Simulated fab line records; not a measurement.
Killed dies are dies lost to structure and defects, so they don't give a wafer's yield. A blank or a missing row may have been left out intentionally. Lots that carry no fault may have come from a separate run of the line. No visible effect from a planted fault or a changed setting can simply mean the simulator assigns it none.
What tool caused it? / flow berkeleyCmos170 / 14 lots, 42 wafers sampled, at 4 steps of a route of 331

## WHAT EACH GAUGE READ, for each wafer
UCB170_V1_THK_MEAS_04. Usual: V1_POLISHED_THK typically reads 999.4 nm, with standard deviation 1.5.
lot=L517; measured=day 9 14:44; on=filmMetro-02; V1_POLISHED_THK (nm)=998.4 999.5 997.1; flag=
lot=L518; measured=day 9 13:24; on=filmMetro-03; V1_POLISHED_THK (nm)=1000.4 998.9 998.5; flag=
lot=L520; measured=day 9 16:05; on=filmMetro-02; V1_POLISHED_THK (nm)=999.5 1000.4 1001.9; flag=
lot=L519; measured=day 9 16:04; on=filmMetro-01; V1_POLISHED_THK (nm)=1000.1 998.7 999.3; flag=
lot=L522; measured=day 10 00:07; on=filmMetro-02; V1_POLISHED_THK (nm)=1000.1 999.1 999.5; flag=
lot=L524; measured=day 10 14:34; on=filmMetro-02; V1_POLISHED_THK (nm)=999.6 997.0 997.5; flag=
lot=L523; measured=day 10 15:54; on=filmMetro-03; V1_POLISHED_THK (nm)=998.5 1001.4 999.9; flag=
lot=L525; measured=day 10 19:39; on=filmMetro-01; V1_POLISHED_THK (nm)=999.5 1001.1 999.6; flag=
lot=L526; measured=day 11 04:04; on=filmMetro-03; V1_POLISHED_THK (nm)=999.1 1001.3 1000.5; flag=
lot=L530; measured=day 11 06:13; on=filmMetro-02; V1_POLISHED_THK (nm)=998.5 997.4 999.9; flag=
lot=L537; measured=day 13 06:04; on=filmMetro-01; V1_POLISHED_THK (nm)=1000.5 997.1 1000.9; flag=
lot=L538; measured=day 13 20:59; on=filmMetro-01; V1_POLISHED_THK (nm)=999.3 998.5 999.9; flag=

UCB170_M2_THK_MEAS_03: measures by xrf. Usual: M2_AL_THK typically reads 906 nm, with standard deviation 13.
lot=L517; measured=day 9 17:01; on=filmMetro-01; M2_AL_THK (nm)=910 891 904; flag=
lot=L518; measured=day 9 15:31; on=filmMetro-01; M2_AL_THK (nm)=903 908 893; flag=
lot=L520; measured=day 9 19:16; on=filmMetro-01; M2_AL_THK (nm)=885 895 880; flag=
lot=L519; measured=day 9 19:29; on=filmMetro-02; M2_AL_THK (nm)=922 898 913; flag=
lot=L522; measured=day 10 03:35; on=filmMetro-01; M2_AL_THK (nm)=905 891 907; flag=
lot=L524; measured=day 10 16:53; on=filmMetro-01; M2_AL_THK (nm)=898 907 890; flag=
lot=L523; measured=day 10 18:06; on=filmMetro-01; M2_AL_THK (nm)=893 902 874; flag=
lot=L525; measured=day 11 00:29; on=filmMetro-01; M2_AL_THK (nm)=901 909 892; flag=
lot=L526; measured=day 11 06:16; on=filmMetro-01; M2_AL_THK (nm)=912 919 918; flag=
lot=L530; measured=day 11 08:19; on=filmMetro-02; M2_AL_THK (nm)=915 912 897; flag=
lot=L537; measured=day 13 08:46; on=filmMetro-02; M2_AL_THK (nm)=924 920 920; flag=
lot=L538; measured=day 14 01:05; on=filmMetro-01; M2_AL_THK (nm)=902 919 918; flag=

## TOOL THAT RAN EACH LOT (tool first, then ch and the chambers of the sampled wafers, then the start)
lot=L517; UCB170_PSD_STRIP_09=plasmaAsher-01 ch 0,1, day 8 20:08; UCB170_M1_PEB_07=lithoTrack-01 ch 0, day 9 10:00
lot=L518; UCB170_PSD_STRIP_09=plasmaAsher-02 ch 1, day 8 20:26; UCB170_M1_PEB_07=lithoTrack-03 ch 0, day 9 10:00
lot=L520; UCB170_PSD_STRIP_09=plasmaAsher-03 ch 0,1, day 8 20:37; UCB170_M1_PEB_07=lithoTrack-03 ch 0, day 9 13:16
lot=L519; UCB170_PSD_STRIP_09=plasmaAsher-01 ch 0,1, day 8 20:41; UCB170_M1_PEB_07=lithoTrack-03 ch 0, day 9 12:52
lot=L522; UCB170_PSD_STRIP_09=plasmaAsher-03 ch 0,1, day 9 05:51; UCB170_M1_PEB_07=lithoTrack-02 ch 0, day 9 20:16
lot=L524; UCB170_PSD_STRIP_09=plasmaAsher-02 ch 0,1, day 9 22:56; UCB170_M1_PEB_07=lithoTrack-03 ch 0, day 10 11:47
lot=L523; UCB170_PSD_STRIP_09=plasmaAsher-01 ch 0,1, day 9 23:10; UCB170_M1_PEB_07=lithoTrack-01 ch 0, day 10 12:46
lot=L525; UCB170_PSD_STRIP_09=plasmaAsher-03 ch 0,1, day 9 23:19; UCB170_M1_PEB_07=lithoTrack-01 ch 0, day 10 13:32
lot=L526; UCB170_PSD_STRIP_09=plasmaAsher-03 ch 0,1, day 10 14:21; UCB170_M1_PEB_07=lithoTrack-03 ch 0, day 11 01:05
lot=L528; UCB170_PSD_STRIP_09=plasmaAsher-01 ch 0,1, day 10 14:30; UCB170_M1_PEB_07=lithoTrack-01, day 11 03:34
lot=L530; UCB170_PSD_STRIP_09=plasmaAsher-02 ch 0,1, day 10 14:37; UCB170_M1_PEB_07=lithoTrack-02 ch 0, day 11 03:16
lot=L529; UCB170_PSD_STRIP_09=plasmaAsher-01 ch 0,1, day 10 14:55; UCB170_M1_PEB_07=lithoTrack-03, day 11 03:29
lot=L537; UCB170_PSD_STRIP_09=plasmaAsher-03 ch 0,1, day 12 16:52; UCB170_M1_PEB_07=lithoTrack-02 ch 0, day 13 03:19
lot=L538; UCB170_PSD_STRIP_09=plasmaAsher-01 ch 0,1, day 13 05:31; UCB170_M1_PEB_07=lithoTrack-02 ch 0, day 13 18:13
- UCB170_PSD_STRIP_09: strips in O2.
- UCB170_M1_PEB_07

## WHAT THE TOOLS THEMSELVES READ (means of the sampled wafers that have a number; where no wafer has one, the mark that the record gives instead)
UCB170_PSD_STRIP_09. Usual: drypumpMotorCurrentA 5.66 A, standard deviation 0.22; oesProductAu 0.600 a.u., standard deviation 0.0049; stripTimeToEndpointS 29.40 s, standard deviation 0.071.
lot=L517; tool=plasmaAsher-01; drypumpMotorCurrentA (A)=5.83; oesProductAu (a.u.)=0.596; stripTimeToEndpointS (s)=29.40; flag=
lot=L518; tool=plasmaAsher-02; drypumpMotorCurrentA (A)=5.31; oesProductAu (a.u.)=0.598; stripTimeToEndpointS (s)=29.46; flag=
lot=L520; tool=plasmaAsher-03; drypumpMotorCurrentA (A)=5.71; oesProductAu (a.u.)=0.602; stripTimeToEndpointS (s)=29.36; flag=
lot=L519; tool=plasmaAsher-01; drypumpMotorCurrentA (A)=5.66; oesProductAu (a.u.)=0.603; stripTimeToEndpointS (s)=29.36; flag=
lot=L522; tool=plasmaAsher-03; drypumpMotorCurrentA (A)=5.71; oesProductAu (a.u.)=0.603; stripTimeToEndpointS (s)=29.42; flag=
lot=L524; tool=plasmaAsher-02; drypumpMotorCurrentA (A)=5.61; oesProductAu (a.u.)=0.598; stripTimeToEndpointS (s)=29.37; flag=
lot=L523; tool=plasmaAsher-01; drypumpMotorCurrentA (A)=5.67; oesProductAu (a.u.)=0.602; stripTimeToEndpointS (s)=29.37; flag=
lot=L525; tool=plasmaAsher-03; drypumpMotorCurrentA (A)=5.71; oesProductAu (a.u.)=0.601; stripTimeToEndpointS (s)=29.58; flag=
lot=L526; tool=plasmaAsher-03; drypumpMotorCurrentA (A)=5.69; oesProductAu (a.u.)=0.608; stripTimeToEndpointS (s)=29.35; flag=
lot=L528; tool=plasmaAsher-01; drypumpMotorCurrentA (A)=5.82; oesProductAu (a.u.)=0.604; stripTimeToEndpointS (s)=29.43; flag=
lot=L530; tool=plasmaAsher-02; drypumpMotorCurrentA (A)=5.48; oesProductAu (a.u.)=0.607; stripTimeToEndpointS (s)=29.41; flag=
lot=L529; tool=plasmaAsher-01; drypumpMotorCurrentA (A)=5.66; oesProductAu (a.u.)=0.598; stripTimeToEndpointS (s)=29.45; flag=
lot=L537; tool=plasmaAsher-03; drypumpMotorCurrentA (A)=5.71; oesProductAu (a.u.)=0.602; stripTimeToEndpointS (s)=29.46; flag=
lot=L538; tool=plasmaAsher-01; drypumpMotorCurrentA (A)=5.67; oesProductAu (a.u.)=0.609; stripTimeToEndpointS (s)=29.31; flag=

UCB170_M1_PEB_07. Usual: chillPlateTempC 22.99 C, standard deviation 0.1; exhaustPa 45.1 Pa, standard deviation 0.9; plateTempC 130.03 C, standard deviation 0.13.
lot=L517; tool=lithoTrack-01; chillPlateTempC (C)=23.09; exhaustPa (Pa)=44.4; plateTempC (C)=129.96; flag=
lot=L518; tool=lithoTrack-03; chillPlateTempC (C)=22.86; exhaustPa (Pa)=44.2; plateTempC (C)=129.87; flag=
lot=L520; tool=lithoTrack-03; chillPlateTempC (C)=23.14; exhaustPa (Pa)=45.3; plateTempC (C)=130.20; flag=
lot=L519; tool=lithoTrack-03; chillPlateTempC (C)=22.91; exhaustPa (Pa)=45.0; plateTempC (C)=129.90; flag=
lot=L522; tool=lithoTrack-02; chillPlateTempC (C)=23.05; exhaustPa (Pa)=46.3; plateTempC (C)=130.06; flag=
lot=L524; tool=lithoTrack-03; chillPlateTempC (C)=22.89; exhaustPa (Pa)=43.9; plateTempC (C)=130.09; flag=
lot=L523; tool=lithoTrack-01; chillPlateTempC (C)=23.03; exhaustPa (Pa)=45.5; plateTempC (C)=130.05; flag=
lot=L525; tool=lithoTrack-01; chillPlateTempC (C)=23.01; exhaustPa (Pa)=45.7; plateTempC (C)=129.91; flag=
lot=L526; tool=lithoTrack-03; chillPlateTempC (C)=22.90; exhaustPa (Pa)=45.1; plateTempC (C)=130.01; flag=
lot=L528; tool=lithoTrack-01; chillPlateTempC (C)=-; exhaustPa (Pa)=-; plateTempC (C)=-; flag=OFF
lot=L530; tool=lithoTrack-02; chillPlateTempC (C)=22.93; exhaustPa (Pa)=43.7; plateTempC (C)=130.00; flag=
lot=L529; tool=lithoTrack-03; chillPlateTempC (C)=-; exhaustPa (Pa)=-; plateTempC (C)=-; flag=OFF
lot=L537; tool=lithoTrack-02; chillPlateTempC (C)=22.87; exhaustPa (Pa)=44.8; plateTempC (C)=130.16; flag=
lot=L538; tool=lithoTrack-02; chillPlateTempC (C)=22.87; exhaustPa (Pa)=44.9; plateTempC (C)=129.99; flag=

## THE ANSWER, worked out from the rows above alone
Rule: a lot is off if the mean of its wafers that have a number lies more than 3 standard deviations from the usual mean. Also off: a lot with no number at a reading for which 4 or more lots have one. Where the step has rows for the other lots, those lots are counted as sound. Order of review: gauges by route order, followed by the tools' own readings, for which a lot's mean as printed above is used. The first step at which some lot is off is used, and at that step the reading that is off furthest; a lot without a number counts as furthest.
Off: L528, L529 (UCB170_M1_PEB_07, chillPlateTempC). Without a number there: L528, L529.
If a tool, at that step or one of the process steps before it, ran each lot that is off and ran no sound lot following the first of them, it fits. No candidate that was tried fits.

## WHAT HAD BEEN PUT IN BY THE SIMULATOR
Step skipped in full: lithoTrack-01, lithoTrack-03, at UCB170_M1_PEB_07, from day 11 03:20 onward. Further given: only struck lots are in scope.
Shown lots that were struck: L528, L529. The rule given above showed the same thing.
